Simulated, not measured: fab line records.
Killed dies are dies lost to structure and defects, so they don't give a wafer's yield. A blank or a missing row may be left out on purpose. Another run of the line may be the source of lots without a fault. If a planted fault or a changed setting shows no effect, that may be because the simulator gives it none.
Which tool was responsible? || flow berkeley-cmos170 || 7 lots with 21 wafers sampled at 2 steps, on a route of 331 steps

WHAT EACH GAUGE READ, for each wafer
UCB170_V2_THK_MEAS_04.
{"lot": "L398", "measured": "day 9 09:03", "on": "film-metro-03", "V2_POLISHED_THK (nm)": "1000.3 1000.1 999.8"}
{"lot": "L400", "measured": "day 9 14:02", "on": "film-metro-02", "V2_POLISHED_THK (nm)": "1000.9 1001.0 999.0"}
{"lot": "L405", "measured": "day 10 15:27", "on": "film-metro-02", "V2_POLISHED_THK (nm)": "998.1 998.4 1000.2"}
{"lot": "L404", "measured": "day 10 18:32", "on": "film-metro-04", "V2_POLISHED_THK (nm)": "999.7 999.4 998.2"}
{"lot": "L409", "measured": "day 11 13:32", "on": "film-metro-02", "V2_POLISHED_THK (nm)": "999.6 1000.0 1000.8"}
{"lot": "L415", "measured": "day 13 02:30", "on": "film-metro-04", "V2_POLISHED_THK (nm)": "998.4 998.8 997.1"}
{"lot": "L416", "measured": "day 13 17:26", "on": "film-metro-04", "V2_POLISHED_THK (nm)": "923.6 925.4 924.0"}

EACH LOT AND THE TOOL THAT RAN IT (in order: tool; ch and the chambers of the sampled wafers; start)
{"lot": "L398", "UCB170_V2_CMP_02": "cmp-01 ch 1,3, day 9 08:37"}
{"lot": "L400", "UCB170_V2_CMP_02": "cmp-01 ch 0,1,3, day 9 13:37"}
{"lot": "L405", "UCB170_V2_CMP_02": "cmp-02 ch 0,2,3, day 10 15:02"}
{"lot": "L404", "UCB170_V2_CMP_02": "cmp-02 ch 1,2, day 10 18:07"}
{"lot": "L409", "UCB170_V2_CMP_02": "cmp-01 ch 1,3, day 11 13:10"}
{"lot": "L415", "UCB170_V2_CMP_02": "cmp-02 ch 0,3, day 13 02:04"}
{"lot": "L416", "UCB170_V2_CMP_02": "cmp-01 ch 1,2, day 13 17:01"}
- UCB170_V2_CMP_02: polishes SiO2.

THE ANSWER, worked out from the rows above alone
Rule: usual is defined by the lots themselves. The widest of any qualifying gaps counts: lots, ordered by their means at a reading, are off when they make up no more than a third of the lots, leave a main group of 4 or more, and stand apart from it by 3 or more times the standard deviation of that group's means. A main group is skipped when, at the precision printed for the reading in the tables above, its means are all equal. Also off: a lot with no number at a reading for which 4 or more lots have one. All remaining lots with rows at the step are treated as sound.
Off: L416, seen at UCB170_V2_THK_MEAS_04 (V2_POLISHED_THK). The main group: mean 999.4 nm, standard deviation 0.8.
If a tool, at a process step before that reading, ran all the lots that are off and no sound lot after the first of them, it fits. Those tools and the gauges at UCB170_V2_THK_MEAS_04 are tried in the same way. This does not decide it: 2 tools fit, namely cmp-01 at UCB170_V2_CMP_02 and film-metro-04 at UCB170_V2_THK_MEAS_04.

WHAT THE SIMULATOR HAD PUT IN
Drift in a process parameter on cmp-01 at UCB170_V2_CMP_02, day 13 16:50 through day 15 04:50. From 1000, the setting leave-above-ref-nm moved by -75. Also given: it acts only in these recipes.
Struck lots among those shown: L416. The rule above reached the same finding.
